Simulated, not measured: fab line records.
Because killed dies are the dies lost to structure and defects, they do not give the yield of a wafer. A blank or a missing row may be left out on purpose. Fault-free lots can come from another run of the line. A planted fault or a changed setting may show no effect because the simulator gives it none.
fab line records	flow ritCmos
record lots=5	wafers=23
route steps=202 shown ACTIVE@14 FOX2@25 NWELL@29 NRETRO@54 PRETRO@66 GATE@81 REOX@101 PLDD@116 SPACER@125 SDANNEAL@156 PSD@157
startH: the number of hours between the record's first day and the start of the first shown wafer of the lot	waitH: hours elapsed since this lot's preceding step	" same as the row above	L1.1+2: one row covering several wafers at once	- no value, or no start was given	* or withheld: withheld	< > ~ a bound
route shown NAME@n: names a module that has steps shown in the file, with the first one's number in the route	usual: mean and standard deviation over wafers with no fault	same: alike in all rows	chamber/n: place in a boat	sites: readings site by site	_std_site: how widely they spread, as a standard deviation	_edge_site: inner sites' mean taken away from outer sites' mean	radiusMm: how far each site lies from the wafer's centre	mask NAME#n: copy n	behind: the most recent tool/chamber to have shaped the wafer	hold: reason for holding the lot/hours on hold/outcome of the hold	device: names the non-switching transistor (n, p or np)	end of line: the tests these same wafers got at the end of their route	a step with no rows: only its recipe	killed: dies lost to structure and defects at the first sort, not the wafer's yield	map: a wafer's dies, x killed, . not, _ none there
set.NAME: the setting that was run; set.NAME@STEP: the one run at that earlier step	model.NAME: the simulator's own value behind a step, which no gauge read
lots with deliberately changed settings; one table per step, one row per wafer
## steps
# step RIT_ACTIVE_ETCH_13
# recipe stopOn=SiO2	chemistry=SF6	target=Si3N4	timeS=210	overEtchFrac=0.4	SF6_flow_sccm=200	pressureMtorr=260	rfW=125	targetDepthA=2100
lot.wafer	tool	chamber	startH	waitH	set.rfW	model.NOVOLAK_of_ACTIVE_COAT_06.thkNm	model.SiO2_of_ACTIVE_OXIDATION_01.thkNm	model.ACTIVE.featureDepthNm
L079.1	rieDiel-03	0	40.48	0.1	125	648.2	44.53	150.7
L079.3	"	3	"	"	116.6	662	46.33	149.6
L079.4	"	1	"	"	125	645.1	43.31	151.1
L079.5	"	0	"	"	116.6	663.3	45.59	148.1
L079.6	"	3	"	"	116.6	663.3	45.57	149.9
L081.1	rieDiel-03	3	50.36	0.1	134.9	630.7	39.66	155.2
L081.2	"	1	"	"	125	645.2	44.18	150.1
L081.3	"	2	"	"	125	651	45.86	149.4
L081.4	"	0	"	"	125	646.5	44.82	149.7
L081.5	"	1	"	"	134.9	629.1	39.28	156.2
L082.1	rieDiel-04	0	55.68	0.1	125	658	45.29	147.4
L082.2	"	2	"	"	125	657.5	45.1	149.8
L082.3	"	3	"	"	125	661.4	46	148.8
L082.5	"	3	"	"	125	663.9	45.65	149.9
L082.6	"	2	"	"	125	659.5	44.89	149.4
L084.3	rieDiel-04	3	65.25	0.1	125	662.1	45.14	148.6
L084.4	"	0	"	"	125	655.2	45.54	147.3
L084.6	"	3	"	"	125	660.3	45.68	148.3
L085.1	rieDiel-04	2	71.83	0.1	137.3	635.2	38.14	158
L085.2	"	3	"	"	125	660.7	44.93	151.1
L085.3	"	1	"	"	125	654.3	44.02	152.1
L085.4	"	0	"	"	125	657	43.72	152
L085.6	"	1	"	"	137.3	633.6	36.83	159
# step RIT_ACTIVE_STRIP_14
# recipe chemistry=O2	timeS=180	resist=NOVOLAK	platenTempC=withheld	powerW=500	pressureMtorr=4000	o2FlowSccm=4000
# step RIT_FOX2_CLEAN_02
# recipe chemistry=dHF	dilution=50:1	timeS=180
# step RIT_FOX2_WET_ETCH_03
# recipe chemistry=H3PO4	target=Si3N4	targetDepthNm=195	tempC=165	timeS=2738
lot.wafer	tool	chamber	startH	waitH	set.rfW@ACTIVE_ETCH_13	model.SiO2_of_ACTIVE_OXIDATION_01.thkNm
L079.1	wetBench-03	0	46.45	0.0	125	39.39
L079.3	"	0	"	"	116.6	41.02
L079.4	"	0	"	"	125	38.33
L079.5	"	0	"	"	116.6	40.36
L079.6	"	0	"	"	116.6	40.32
L081.1	wetBench-01	0	58.03	0.0	134.9	35.19
L081.2	"	0	"	"	125	39.17
L081.3	"	0	"	"	125	40.68
L081.4	"	0	"	"	125	39.74
L081.5	"	0	"	"	134.9	34.87
L082.1	wetBench-02	3	62.89	0.0	125	40.15
L082.2	"	3	"	"	125	39.97
L082.3	"	3	"	"	125	40.79
L082.5	"	3	"	"	125	40.46
L082.6	"	3	"	"	125	39.77
L084.3	wetBench-02	0	70.51	0.0	125	40.03
L084.4	"	0	"	"	125	40.39
L084.6	"	0	"	"	125	40.49
L085.1	wetBench-02	0	78.92	0.0	137.3	33.81
L085.2	"	0	"	"	125	39.85
L085.3	"	0	"	"	125	39.03
L085.4	"	0	"	"	125	38.77
L085.6	"	0	"	"	137.3	32.68
# step RIT_NWELL_COAT_01
# recipe resist=NOVOLAK	spinRpm=2000	resistThkNm=1300
lot.wafer	tool	chamber	startH	waitH	set.spinRpm	model.NOVOLAK_of_NWELL_COAT_01.thkNm
L079.1	lithoTrack-01	0	47.42	0.1	1943	1315
L079.3	"	0	"	"	1943	1318
L079.4	"	0	"	"	1943	1319
L079.5	"	0	"	"	2000	1300
L079.6	"	0	"	"	2000	1296
L081.1	lithoTrack-04	0	59.07	0.1	2000	1301
L081.2	"	0	"	"	2000	1303
L081.3	"	0	"	"	2000	1306
L081.4	"	0	"	"	2000	1300
L081.5	"	0	"	"	2000	1308
L082.1+6	lithoTrack-04	0	63.85	0.1	1927	1322
L082.2	"	0	"	"	2000	1302
L082.3	"	0	"	"	2000	1295
L082.5	"	0	"	"	2000	1300
L084.3	lithoTrack-02	0	71.59	0.1	2000	1302
L084.4	"	0	"	"	2000	1303
L084.6	"	0	"	"	2000	1296
L085.1	lithoTrack-04	0	79.88	0.1	2000	1302
L085.2+3+6	"	0	"	"	1939	1321
L085.4	"	0	"	"	2000	1304
# step RIT_NWELL_SOFTBAKE_02
# recipe resist=NOVOLAK	tempC=90	timeS=60
# step RIT_NWELL_EXPOSE_03
# recipe maskId=M2	na=0.57	targetCdNm=43900	doseMj=250
# step RIT_NWELL_DEVELOP_05
# recipe resist=NOVOLAK	developTimeS=68	devTempC=23
# step RIT_NWELL_HARDBAKE_07
# recipe resist=NOVOLAK	tempC=140	timeS=120
lot.wafer	tool	chamber	startH	waitH	set.spinRpm@NWELL_COAT_01	model.NOVOLAK_of_NWELL_COAT_01.thkNm
L079.1	lithoTrack-02	0	48.18	0.0	1943	1150
L079.3+4	"	0	"	"	1943	1153
L079.5	"	0	"	"	2000	1137
L079.6	"	0	"	"	2000	1134
L081.1	lithoTrack-01	0	59.96	0.0	2000	1138
L081.2	"	0	"	"	2000	1140
L081.3	"	0	"	"	2000	1142
L081.4	"	0	"	"	2000	1137
L081.5	"	0	"	"	2000	1144
L082.1+6	lithoTrack-01	0	64.75	0.0	1927	1156
L082.2	"	0	"	"	2000	1139
L082.3	"	0	"	"	2000	1133
L082.5	"	0	"	"	2000	1137
L084.3+4	lithoTrack-02	0	72.39	0.1	2000	1139
L084.6	"	0	"	"	2000	1134
L085.1	lithoTrack-02	0	80.94	0.0	2000	1139
L085.2+3+6	"	0	"	"	1939	1155
L085.4	"	0	"	"	2000	1140
# step RIT_NRETRO_COAT_01
# recipe resist=NOVOLAK	spinRpm=2000	resistThkNm=1300
lot.wafer	tool	chamber	startH	waitH	set.spinRpm	model.NOVOLAK_of_NRETRO_COAT_01.thkNm
L079.1	lithoTrack-04	0	57.23	0.1	2000	1304
L079.3	"	0	"	"	2000	1299
L079.4	"	0	"	"	2000	1297
L079.5	"	0	"	"	2000	1298
L079.6	"	0	"	"	2000	1300
L081.1+2	lithoTrack-04	0	67.86	0.1	2000	1303
L081.3	"	0	"	"	1863	1351
L081.4	"	0	"	"	1863	1352
L081.5	"	0	"	"	2000	1302
L082.1	lithoTrack-01	0	74.25	0.1	2000	1302
L082.2	"	0	"	"	2000	1301
L082.3	"	0	"	"	2000	1299
L082.5	"	0	"	"	2131	1266
L082.6	"	0	"	"	2131	1264
L084.3	lithoTrack-03	0	80.13	0.1	2000	1302
L084.4+6	"	0	"	"	2000	1303
L085.1+2	lithoTrack-04	0	89.00	0.1	2144	1261
L085.3	"	0	"	"	2000	1301
L085.4	"	0	"	"	2000	1307
L085.6	"	0	"	"	2000	1302
# step RIT_NRETRO_SOFTBAKE_02
# recipe resist=NOVOLAK	tempC=90	timeS=60
# step RIT_NRETRO_EXPOSE_03
# recipe maskId=M4	na=0.57	targetCdNm=43900	doseMj=250
# step RIT_NRETRO_DEVELOP_05
# recipe resist=NOVOLAK	developTimeS=68	devTempC=23
# step RIT_NRETRO_HARDBAKE_07
# recipe resist=NOVOLAK	tempC=140	timeS=120
lot.wafer	tool	chamber	startH	waitH	set.spinRpm@NRETRO_COAT_01	model.NOVOLAK_of_NRETRO_COAT_01.thkNm
L079.1	lithoTrack-01	0	58.12	0.0	2000	1140
L079.3	"	0	"	"	2000	1136
L079.4	"	0	"	"	2000	1134
L079.5	"	0	"	"	2000	1135
L079.6	"	0	"	"	2000	1137
L081.1	lithoTrack-01	0	68.62	0.0	2000	1140
L081.2	"	0	"	"	2000	1139
L081.3+4	"	0	"	"	1863	1181
L081.5	"	0	"	"	2000	1138
L082.1	lithoTrack-01	0	75.02	0.0	2000	1139
L082.2	"	0	"	"	2000	1138
L082.3	"	0	"	"	2000	1136
L082.5	"	0	"	"	2131	1107
L082.6	"	0	"	"	2131	1106
L084.3	lithoTrack-03	0	81.08	0.1	2000	1139
L084.4+6	"	0	"	"	2000	1140
L085.1	lithoTrack-01	0	89.89	0.0	2144	1104
L085.2	"	0	"	"	2144	1103
L085.3+6	"	0	"	"	2000	1138
L085.4	"	0	"	"	2000	1143
# step RIT_NRETRO_IMPLANT_08
# recipe species=P	energyKev=70	doseCm2=1e+13	tiltDeg=7
lot.wafer	tool	chamber	startH	waitH	set.doseCm2
L079.1+4+5	implanter-03	0	58.37	0.2	1e+13
L079.3+6	"	0	"	"	1.02e+13
L081.1+2	implanter-01	0	68.87	0.2	1e+13
L081.3+4+5	"	0	"	"	9.396e+12
L082.1+2+3+5+6	implanter-04	0	75.27	0.2	1e+13
L084.3+4+6	implanter-01	0	81.30	0.2	1e+13
L085.1+3+6	implanter-01	0	90.14	0.2	1e+13
L085.2+4	"	0	"	"	9.753e+12
# step RIT_NRETRO_STRIP_09
# recipe chemistry=O2	timeS=180	resist=NOVOLAK	platenTempC=withheld	powerW=500	pressureMtorr=4000	o2FlowSccm=4000
# step RIT_NRETRO_TW_MEAS_10
# usual NRETRO_TW=1046/4.8
lot.wafer	tool	chamber	startH	waitH	set.doseCm2@NRETRO_IMPLANT_08	NRETRO_TW
L079.1	filmMetro-02	-	58.70	0.1	1e+13	1042
L079.3	"	-	"	"	1.02e+13	1052
L079.4	"	-	"	"	1e+13	1053
L079.5	"	-	"	"	1e+13	1047
L079.6	"	-	"	"	1.02e+13	1060
L081.1	filmMetro-03	-	69.20	0.1	1e+13	1044
L081.2	"	-	"	"	1e+13	1047
L081.3	"	-	"	"	9.396e+12	1025
L081.4	"	-	"	"	9.396e+12	1023
L081.5	"	-	"	"	9.396e+12	1018
L082.1	filmMetro-02	-	75.60	0.1	1e+13	1042
L082.2	"	-	"	"	1e+13	1043
L082.3	"	-	"	"	1e+13	1042
L082.5	"	-	"	"	1e+13	1047
L082.6	"	-	"	"	1e+13	1042
L084.3	filmMetro-02	-	81.59	0.1	1e+13	1044
L084.4	"	-	"	"	1e+13	1045
L084.6	"	-	"	"	1e+13	1047
L085.1	filmMetro-02	-	90.47	0.1	1e+13	1040
L085.2	"	-	"	"	9.753e+12	1037
L085.3	"	-	"	"	1e+13	1048
L085.4	"	-	"	"	9.753e+12	1038
L085.6	"	-	"	"	1e+13	1043
# step RIT_PRETRO_SOFTBAKE_02
# recipe resist=NOVOLAK	tempC=90	timeS=60
lot.wafer	tool	chamber	startH	waitH	set.tempC
L079.1+5+6	lithoTrack-02	0	59.06	0.1	90
L079.3+4	"	0	"	"	86.93
L081.1+4	lithoTrack-02	0	69.56	0.1	92.33
L081.2+3+5	"	0	"	"	90
L082.1+3+5	lithoTrack-01	0	75.96	0.1	90
L082.2+6	"	0	"	"	93.23
L084.3+4+6	lithoTrack-01	0	82.00	0.1	90
L085.1+3	lithoTrack-03	0	90.83	0.1	90
L085.2+4+6	"	0	"	"	86.47
# step RIT_PRETRO_EXPOSE_03
# recipe maskId=M5	na=0.57	targetCdNm=43700	doseMj=250
# step RIT_PRETRO_PEB_04
# recipe resist=NOVOLAK	tempC=withheld	timeS=withheld
# step RIT_PRETRO_DEVELOP_05
# recipe resist=NOVOLAK	developTimeS=67.14	devTempC=23
lot.wafer	tool	chamber	startH	waitH	set.tempC@PRETRO_SOFTBAKE_02	model.NOVOLAK_of_PRETRO_COAT_01.thkNm
L079.1	lithoTrack-02	0	-	-	90	1307
L079.3	"	0	"	"	86.93	1311
L079.4	"	0	"	"	86.93	1318
L079.5	"	0	"	"	90	1308
L079.6	"	0	"	"	90	1304
L081.1+4	lithoTrack-02	0	-	-	92.33	1291
L081.2+3	"	0	"	"	90	1303
L081.5	"	0	"	"	90	1301
L082.1	lithoTrack-01	0	-	-	90	1301
L082.2	"	0	"	"	93.23	1289
L082.3	"	0	"	"	90	1298
L082.5	"	0	"	"	90	1299
L082.6	"	0	"	"	93.23	1285
L084.3	lithoTrack-03	0	-	-	90	1303
L084.4	"	0	"	"	90	1301
L084.6	"	0	"	"	90	1304
L085.1	lithoTrack-02	0	-	-	90	1299
L085.2	"	0	"	"	86.47	1313
L085.3	"	0	"	"	90	1303
L085.4	"	0	"	"	86.47	1314
L085.6	"	0	"	"	86.47	1316
# step RIT_GATE_OXIDATION_05
# recipe tempC=900	ambient=O2	targetThkA=30	oxTimeS=270
lot.wafer	tool	chamber	startH	waitH	set.oxTimeS	model.SiO2_of_GATE_OXIDATION_05.thkNm
L079.1	-	-	-	0.1	251.5	2.815
L079.3	"	-	"	"	251.5	2.852
L079.4	"	-	"	"	251.5	2.835
L079.5	"	-	"	"	251.5	2.808
L079.6	"	-	"	"	251.5	2.804
L081.1	-	-	-	0.1	236.2	2.691
L081.2	"	-	"	"	236.2	2.645
L081.3	"	-	"	"	236.2	2.637
L081.4	"	-	"	"	236.2	2.623
L081.5	"	-	"	"	236.2	2.583
L082.1	-	-	-	1.0	270	3.012
L082.2	"	-	"	"	270	3.054
L082.3	"	-	"	"	270	3.026
L082.5	"	-	"	"	270	2.981
L082.6	"	-	"	"	270	3.055
L084.3	furnace-03	0	83.73	0.0	270	2.94
L084.4	"	0	"	"	270	2.878
L084.6	"	0	"	"	270	2.916
L085.1	-	-	-	1.6	290.1	3.111
L085.2	"	-	"	"	290.1	3.164
L085.3	"	-	"	"	290.1	3.155
L085.4	"	-	"	"	290.1	3.134
L085.6	"	-	"	"	290.1	3.138
# step RIT_GATE_ANNEAL_06
# recipe tempC=900	timeS=600	ambient=N2O
# step RIT_GATE_THK_MEAS_07
# recipe reads=SiO2_of_GATE_OXIDATION_05
# usual GATE_OXIDE_THK=2.99/0.058
lot.wafer	tool	chamber	startH	waitH	set.oxTimeS@GATE_OXIDATION_05	GATE_OXIDE_THK[nm]
L079.1	filmMetro-03	-	62.34	0.0	251.5	2.78
L079.3	"	-	"	"	251.5	2.85
L079.4	"	-	"	"	251.5	2.83
L079.5	"	-	"	"	251.5	2.77
L079.6	"	-	"	"	251.5	2.81
L081.1	filmMetro-01	-	74.11	0.0	236.2	2.66
L081.2	"	-	"	"	236.2	2.68
L081.3	"	-	"	"	236.2	2.67
L081.4	"	-	"	"	236.2	2.68
L081.5	"	-	"	"	236.2	2.56
L082.1	filmMetro-01	-	80.00	0.0	270	3.00
L082.2	"	-	"	"	270	3.10
L082.3	"	-	"	"	270	3.04
L082.5	"	-	"	"	270	2.95
L082.6	"	-	"	"	270	3.06
L084.3	filmMetro-01	-	85.08	0.0	270	2.97
L084.4	"	-	"	"	270	2.83
L084.6	"	-	"	"	270	2.94
L085.1	filmMetro-02	-	95.49	0.0	290.1	3.10
L085.2	"	-	"	"	290.1	3.17
L085.3	"	-	"	"	290.1	3.15
L085.4	"	-	"	"	290.1	3.15
L085.6	"	-	"	"	290.1	3.10
# step RIT_REOX_OXIDATION_03
# recipe tempC=900	ambient=O2	targetThkA=252	oxTimeS=5580
lot.wafer	tool	chamber	startH	waitH	set.oxTimeS	model.SiO2_of_REOX_OXIDATION_03.thkNm
L079.1	-	-	-	1.2	5118	23.45
L079.3	"	-	"	"	5118	23.47
L079.4	"	-	"	"	5118	23.59
L079.5	"	-	"	"	5118	23.14
L079.6	"	-	"	"	5118	23.41
L081.1	-	-	-	1.0	5110	23.51
L081.2	"	-	"	"	5110	23.71
L081.3	"	-	"	"	5110	23.22
L081.4	"	-	"	"	5110	23.52
L081.5	"	-	"	"	5110	23.85
L082.1	-	-	-	0.0	5580	25.57
L082.2	"	-	"	"	5580	25.59
L082.3	"	-	"	"	5580	25.58
L082.5	"	-	"	"	5580	25.71
L082.6	"	-	"	"	5580	25.55
L084.3	furnace-01	0	92.04	3.3	5580	25.13
L084.4	"	0	"	"	5580	25.33
L084.6	"	0	"	"	5580	25.11
L085.1	-	-	-	0.0	5580	25.35
L085.2	"	-	"	"	5580	25.46
L085.3	"	-	"	"	5580	25.13
L085.4	"	-	"	"	5580	25.32
L085.6	"	-	"	"	5580	25.38
# step RIT_REOX_THK_MEAS_04
# recipe reads=SiO2_of_REOX_OXIDATION_03
# usual REOX_OXIDE_THK=25.2/0.53
lot.wafer	tool	chamber	startH	waitH	set.oxTimeS@REOX_OXIDATION_03	REOX_OXIDE_THK[nm]
L079.1	filmMetro-01	-	-	-	5118	23.5
L079.3	"	-	"	"	5118	23.5
L079.4	"	-	"	"	5118	23.6
L079.5	"	-	"	"	5118	23.1
L079.6	"	-	"	"	5118	23.4
L081.1	filmMetro-04	-	-	-	5110	23.5
L081.2	"	-	"	"	5110	23.7
L081.3	"	-	"	"	5110	23.2
L081.4	"	-	"	"	5110	23.5
L081.5	"	-	"	"	5110	23.9
L082.1	filmMetro-04	-	-	-	5580	25.6
L082.2	"	-	"	"	5580	25.6
L082.3	"	-	"	"	5580	25.6
L082.5	"	-	"	"	5580	25.7
L082.6	"	-	"	"	5580	25.6
L084.3	filmMetro-01	-	94.61	0.0	5580	25.1
L084.4	"	-	"	"	5580	25.3
L084.6	"	-	"	"	5580	25.1
L085.1	filmMetro-02	-	-	-	5580	25.4
L085.2	"	-	"	"	5580	25.5
L085.3	"	-	"	"	5580	25.1
L085.4	"	-	"	"	5580	25.4
L085.6	"	-	"	"	5580	25.3
# step RIT_PLDD_SOFTBAKE_02
# recipe resist=NOVOLAK	tempC=90	timeS=60
lot.wafer	tool	chamber	startH	waitH	set.tempC	model.NOVOLAK_of_PLDD_COAT_01.thkNm
L079.1	lithoTrack-03	0	71.88	0.1	90	998.7
L079.3	"	0	"	"	93.07	990.4
L079.4	"	0	"	"	93.07	987.9
L079.5	"	0	"	"	93.07	989.5
L079.6	"	0	"	"	90	1001
L081.1	lithoTrack-01	0	83.15	0.1	90	1002
L081.2	"	0	"	"	90	1001
L081.3	"	0	"	"	90	1000
L081.4	"	0	"	"	90	999.6
L081.5	"	0	"	"	90	999.5
L082.1	lithoTrack-03	0	88.86	0.1	91.69	999.4
L082.2	"	0	"	"	91.69	999.9
L082.3	"	0	"	"	90	1007
L082.5	"	0	"	"	90	1005
L082.6	"	0	"	"	90	1006
L084.3	lithoTrack-03	0	96.58	0.1	90	994.8
L084.4	"	0	"	"	90	997.7
L084.6	"	0	"	"	90	998.9
L085.1	lithoTrack-01	0	104.09	0.1	90	996.5
L085.2	"	0	"	"	93.16	993
L085.3	"	0	"	"	93.16	992.9
L085.4	"	0	"	"	93.16	993.9
L085.6	"	0	"	"	90	1000
# step RIT_PLDD_IMPLANT_08
# recipe species=BF2	energyKev=20	doseCm2=9e+14	tiltDeg=7
lot.wafer	tool	chamber	startH	waitH	set.energyKev	model.implant.drpNm
L079.1+3	implanter-01	0	72.61	0.1	20	9.752
L079.4+5+6	"	0	"	"	20.62	9.963
L081.1+5	implanter-01	0	84.01	0.1	20	9.752
L081.2+3+4	"	0	"	"	19.68	9.642
L082.1+2+3+5+6	implanter-03	0	89.75	0.1	20	9.752
L084.3+4+6	implanter-03	0	97.31	0.1	20	9.752
L085.1+2+3+4+6	implanter-02	0	104.99	0.1	20	9.752
# step RIT_PLDD_STRIP_09
# recipe chemistry=O2	timeS=180	resist=NOVOLAK	platenTempC=withheld	powerW=500	pressureMtorr=4000	o2FlowSccm=4000
# step RIT_SPACER_CLEAN_00
# recipe chemistry=SC1	mix=3:3:50	timeS=600	tempC=75
lot.wafer	tool	chamber	startH	waitH	set.oxTimeS@REOX_OXIDATION_03	model.SiO2_of_REOX_OXIDATION_03.thkNm
L079.1	wetBench-02	1	73.00	0.1	5118	21.6
L079.3	"	1	"	"	5118	21.63
L079.4	"	1	"	"	5118	21.75
L079.5	"	1	"	"	5118	21.33
L079.6	"	1	"	"	5118	21.58
L081.1	wetBench-01	1	84.40	0.1	5110	21.67
L081.2	"	1	"	"	5110	21.85
L081.3	"	1	"	"	5110	21.41
L081.4	"	1	"	"	5110	21.68
L081.5	"	1	"	"	5110	21.99
L082.1+3	wetBench-01	0	90.13	0.1	5580	23.63
L082.2	"	0	"	"	5580	23.65
L082.5	"	0	"	"	5580	23.76
L082.6	"	0	"	"	5580	23.61
L084.3	wetBench-01	2	97.65	0.0	5580	23.2
L084.4	"	2	"	"	5580	23.39
L084.6	"	2	"	"	5580	23.18
L085.1	wetBench-01	3	105.37	0.1	5580	23.38
L085.2	"	3	"	"	5580	23.5
L085.3	"	3	"	"	5580	23.19
L085.4	"	3	"	"	5580	23.36
L085.6	"	3	"	"	5580	23.42
# step RIT_SDANNEAL_RTA_03
# recipe tempC=1050	timeS=5	idleTempC=600	rampUpCPerS=342	rampDownCPerS=171	coolToC=600	ambient=N2
lot.wafer	tool	chamber	startH	waitH	set.timeS
L079.1+4+5	rtpAnneal-01	0	78.84	0.0	5
L079.3+6	"	0	"	"	5.619
L081.1+2+3+4+5	rtpAnneal-01	0	90.35	0.0	5
L082.1+3	rtpAnneal-02	0	97.19	0.0	5
L082.2+5+6	"	0	"	"	4.734
L084.3+4+6	rtpAnneal-02	0	105.93	0.0	5
L085.1+3+6	rtpAnneal-01	0	111.24	0.0	5
L085.2+4	"	0	"	"	4.785
# step RIT_SDANNEAL_RS_MEAS_04
# recipe thkMeasGauge=four-point-probe
# usual PSD_RS=115.7/0.31
lot.wafer	tool	chamber	startH	waitH	set.timeS@SDANNEAL_RTA_03	PSD_RS[ohm/sq]
L079.1	filmMetro-02	-	78.90	0.0	5	115.9
L079.3	"	-	"	"	5.619	114.6
L079.4	"	-	"	"	5	116.2
L079.5	"	-	"	"	5	115.8
L079.6	"	-	"	"	5.619	114.6
L081.1	filmMetro-03	-	90.41	0.0	5	115.6
L081.2	"	-	"	"	5	115.4
L081.3	"	-	"	"	5	115.9
L081.4	"	-	"	"	5	115.9
L081.5	"	-	"	"	5	115.6
L082.1	filmMetro-04	-	97.25	0.0	5	116.0
L082.2	"	-	"	"	4.734	116.7
L082.3	"	-	"	"	5	115.7
L082.5	"	-	"	"	4.734	116.9
L082.6	"	-	"	"	4.734	116.5
L084.3	filmMetro-02	-	106.01	0.1	5	115.4
L084.4	"	-	"	"	5	115.6
L084.6	"	-	"	"	5	115.5
L085.1	filmMetro-02	-	111.30	0.0	5	115.0
L085.2	"	-	"	"	4.785	116.0
L085.3	"	-	"	"	5	115.6
L085.4	"	-	"	"	4.785	115.9
L085.6	"	-	"	"	5	115.5
## key
split step=RIT_ACTIVE_ETCH_13	setting=rfW	stated=125	by=wafer
response step=RIT_ACTIVE_ETCH_13	reading=model.NOVOLAK_of_ACTIVE_COAT_06.thkNm	change=-2.32	per=1%	r=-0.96
response step=RIT_ACTIVE_ETCH_13	reading=model.SiO2_of_ACTIVE_OXIDATION_01.thkNm	change=-0.599	per=1%	r=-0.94
response step=RIT_ACTIVE_ETCH_13	reading=model.ACTIVE.featureDepthNm	change=+0.612	per=1%	r=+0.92
response step=RIT_FOX2_WET_ETCH_03	reading=model.SiO2_of_ACTIVE_OXIDATION_01.thkNm	change=-0.53	per=1%	r=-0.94
split step=RIT_NWELL_COAT_01	setting=spinRpm	stated=2000	by=wafer
response step=RIT_NWELL_COAT_01	reading=model.NOVOLAK_of_NWELL_COAT_01.thkNm	change=-6.25	per=1%	r=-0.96
response step=RIT_NWELL_HARDBAKE_07	reading=model.NOVOLAK_of_NWELL_COAT_01.thkNm	change=-5.39	per=1%	r=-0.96
split step=RIT_NRETRO_COAT_01	setting=spinRpm	stated=2000	by=wafer
response step=RIT_NRETRO_COAT_01	reading=model.NOVOLAK_of_NRETRO_COAT_01.thkNm	change=-6.18	per=1%	r=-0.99
response step=RIT_NRETRO_HARDBAKE_07	reading=model.NOVOLAK_of_NRETRO_COAT_01.thkNm	change=-5.32	per=1%	r=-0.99
split step=RIT_NRETRO_IMPLANT_08	setting=doseCm2	stated=1e+13	by=wafer
response step=RIT_NRETRO_TW_MEAS_10	reading=NRETRO_TW	change=+3.79	per=1%	r=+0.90
split step=RIT_PRETRO_SOFTBAKE_02	setting=tempC	stated=90	by=wafer
response step=RIT_PRETRO_DEVELOP_05	reading=model.NOVOLAK_of_PRETRO_COAT_01.thkNm	change=-3.29	per=1%	r=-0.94
split step=RIT_GATE_OXIDATION_05	setting=oxTimeS	stated=270	by=lot
response step=RIT_GATE_OXIDATION_05	reading=model.SiO2_of_GATE_OXIDATION_05.thkNm	change=+0.025	per=1%	r=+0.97
response step=RIT_GATE_THK_MEAS_07	reading=GATE_OXIDE_THK	change=+0.0244	per=1%	r=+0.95
split step=RIT_REOX_OXIDATION_03	setting=oxTimeS	stated=5580	by=lot
response step=RIT_REOX_OXIDATION_03	reading=model.SiO2_of_REOX_OXIDATION_03.thkNm	change=+0.229	per=1%	r=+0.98
response step=RIT_REOX_THK_MEAS_04	reading=REOX_OXIDE_THK	change=+0.231	per=1%	r=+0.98
response step=RIT_SPACER_CLEAN_00	reading=model.SiO2_of_REOX_OXIDATION_03.thkNm	change=+0.216	per=1%	r=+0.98
split step=RIT_PLDD_SOFTBAKE_02	setting=tempC	stated=90	by=wafer
response step=RIT_PLDD_SOFTBAKE_02	reading=model.NOVOLAK_of_PLDD_COAT_01.thkNm	change=-2.41	per=1%	r=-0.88
split step=RIT_PLDD_IMPLANT_08	setting=energyKev	stated=20	by=wafer
response step=RIT_PLDD_IMPLANT_08	reading=model.implant.drpNm	change=+0.0683	per=1%	r=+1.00
split step=RIT_SDANNEAL_RTA_03	setting=timeS	stated=5	by=wafer
response step=RIT_SDANNEAL_RS_MEAS_04	reading=PSD_RS	change=-0.12	per=1%	r=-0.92
